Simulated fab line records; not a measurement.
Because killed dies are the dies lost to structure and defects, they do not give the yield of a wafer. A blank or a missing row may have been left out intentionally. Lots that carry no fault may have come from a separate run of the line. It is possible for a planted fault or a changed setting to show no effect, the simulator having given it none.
A lot that was struck, set against a sound lot + flow rit-cmos + 19 steps out of a route of 202
Sound: wafers L173.2, L173.3, L173.6. Struck: wafers L179.3, L179.4, L179.5. The cause is named last.
Per side, at each step with rows, come the tool, then ch with its chambers, and then its first start. Under that, the readings that differ: sound wafers + struck wafers + difference of the means + sigmas: that difference in standard deviations of wafers without a fault.
alike: same words and numbers on both sides, and readings whose means sit less than 2 such deviations apart. not compared: any withheld reading, any reading some wafer has no value for, any bound like >300 that may hide the same value, and any number with overlapping values for which the record gives no deviation.
Wherever a step has rows on one side only, a row that says differs or no value, or a row with sigmas, the two part there. When numbers do not overlap yet have no deviation, they are printed without sigmas and do not part them. A reading that every wafer of one side lacks parts them only if that side has two wafers or more.

first, 1 step without rows for these wafers: RIT_SILICIDE_WET_ETCH_00 (etches SiO2 in BOE, target depth 14 nm, time 15 s).
RIT_SILICIDE_SPUTTER_01: material Ti, target thk 30 nm, time 240 s.
  sound: pvd-sputter-01 at day 4 11:02; struck: pvd-sputter-01 at day 5 16:13
  alike: throttle-valve-pct
RIT_SILICIDE_RS_MEAS_02: measures by four-point-probe.
  sound: film-metro-03 at day 4 11:13; struck: film-metro-01 at day 5 16:24
  alike: SILICIDE_TI_RS
RIT_SILICIDE_THK_MEAS_03: measures by xrf.
  sound: film-metro-03 at day 4 11:19; struck: film-metro-01 at day 5 16:30
  alike: SILICIDE_TI_THK
RIT_SILICIDE_RTA_04: time 10 s, ramp up 5 s, ramp down 5 s.
  sound on rtp-anneal-02 ch 0, day 4 11:23; struck on rtp-anneal-02 ch 0, day 5 16:34
  alike: wafer_temp_C_max
then, 1 step without rows for these wafers: RIT_SILICIDE_WET_ETCH_05 (etches Ti in SPM, time 120 s).
RIT_SILICIDE_RTA_06: time 10 s, ramp up 5 s, ramp down 10 s.
  sound on rtp-anneal-01 ch 0, day 4 11:29; struck on rtp-anneal-01 ch 0, day 5 16:40
  alike: wafer_temp_C_max
RIT_CONTACT_CVD_00: deposits SiO2 from TEOS, target thk 400 nm, time 61 s.
  sound on pecvd-03 ch 0,1,2, day 4 11:32; struck on pecvd-03 ch 0,1, day 5 16:43
  alike: heater-power-w, rf-fwd-power-W
RIT_CONTACT_THK_MEAS_01:
  sound: film-metro-04 at day 4 11:36; struck: film-metro-02 at day 5 16:47
  alike: CONTACT_TEOS_THK
then, 3 steps without rows for these wafers: RIT_CONTACT_HMDS_02 (prime time 60 s); RIT_CONTACT_COAT_03 (resist thk 1000 nm); RIT_CONTACT_SOFTBAKE_04 (time 60 s).
RIT_CONTACT_EXPOSE_05: exposes mask M11, target cd 1000 nm.
  sound on iline-stepper-02 ch 0, day 4 12:07; struck on iline-stepper-01 ch 0, day 5 17:22
| reading                         | sound                   | struck               | difference | sigmas |
|---------------------------------|-------------------------|----------------------|------------|--------|
| model.CONTACT.overlay-x-nm (nm) | -0.1423 -0.1423 -0.1423 | -151.4 -151.4 -151.4 | -151.3     |        |
  alike: mask
then, 2 steps without rows for these wafers: RIT_CONTACT_PEB_06; RIT_CONTACT_DEVELOP_07 (develop time 120 s).
RIT_CONTACT_CD_MEAS_08: the cd target is 1000 nm.
  sound: cd-sem-02 at day 4 12:38; struck: cd-sem-01 at day 5 17:53
| reading    | sound              | struck               | difference | sigmas |
|------------|--------------------|----------------------|------------|--------|
| cd-nm (nm) | 997.9 1001.8 998.7 | 1003.9 1005.3 1002.9 | +4.6       | +2     |
RIT_CONTACT_OVL_MEAS_09:
  sound: overlay-02 at day 4 12:44; struck: overlay-02 at day 5 17:59
| reading          | sound        | struck               | difference | sigmas |
|------------------|--------------|----------------------|------------|--------|
| CONTACT_OVL (nm) | 0.1 -1.1 2.4 | -152.0 -151.3 -152.1 | -152.3     | -90    |
then, 1 step without rows for these wafers: RIT_CONTACT_HARDBAKE_10 (time 60 s).
RIT_M1_PROBE_99:
  sound: prober-02 at day 4 17:58; struck: prober-02 at day 5 23:47
| reading                                    | sound             | struck            | difference | sigmas |
|--------------------------------------------|-------------------|-------------------|------------|--------|
| model.etest.contact-to-gate.bv-right-v (V) | 90.91 89.27 91.07 | 163.1 163.2 165.9 | +73.7      |        |
| model.etest.contact-to-gate.bv-left-v (V)  | 87.05 89.54 91.34 | 11.54 12.81 13.03 | -76.85     |        |
  alike: killed-at-contacts, killed-at-front-end, killed-dies, killed-on-rim, killed-open, killed-short

## WHERE THEY PART
At RIT_CONTACT_CD_MEAS_08 first; at RIT_CONTACT_OVL_MEAS_09 last (within this record only). Later steps at which nothing parts them and some readings are alike: RIT_M1_PROBE_99.

WHY: the cause the simulator had injected
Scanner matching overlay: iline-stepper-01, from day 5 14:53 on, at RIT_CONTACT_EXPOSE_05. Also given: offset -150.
